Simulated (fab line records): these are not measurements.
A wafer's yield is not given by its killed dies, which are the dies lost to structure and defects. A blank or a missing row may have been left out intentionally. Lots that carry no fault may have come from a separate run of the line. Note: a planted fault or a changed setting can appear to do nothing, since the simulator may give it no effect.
Chamber matching ; flow berkeley_cmos170 ; UCB170_GATE_ETCH_15 on rie_si-02: 4 sister chambers
The step etches poly-Si in HBr/Cl2, stops on SiO2, time 56.3 s, target depth 278.2 nm. 4 wafers are shown with their chamber, then 7 later ones without.

EACH WAFER AND ITS CHAMBER
wafer;chamber;throttle_valve_pct (%)
L487.3;1;26.63
L487.5;0;26.15
L490.1;2;26.33
L490.2;3;26.61

WAFERS WHOSE CHAMBER IS MISSING
wafer;throttle_valve_pct (%)
L490.6;26.15
L496.1;26.32
L496.4;26.16
L496.6;26.32
L500.1;26.33
L500.5;26.34
L500.6;26.64

WHICH CHAMBER EACH ONE RAN IN
wafer;from the rows above;in truth
L490.6;0;0
L496.1;2;2
L496.4;0;0
L496.6;2;2
L500.1;2;2
L500.5;2;2
L500.6;1;1
Correctly placed: 7 of 7. Not placeable from these rows: 0. Wrongly placed: 0.
How it was worked out, from the rows above alone: a wafer's distance from a chamber is the root of the sum, over the readings, of the square of ((its reading less the chamber's mean) divided by the reading's scatter). If the next closest chamber is less than 2 further off than the closest, the wafer can't be placed; otherwise it belongs to the closest. A chamber's mean is the mean of its shown wafers. The scatter: with one shown wafer a chamber, the root of the mean of the squares of how far each hidden wafer lies from its nearest shown one.
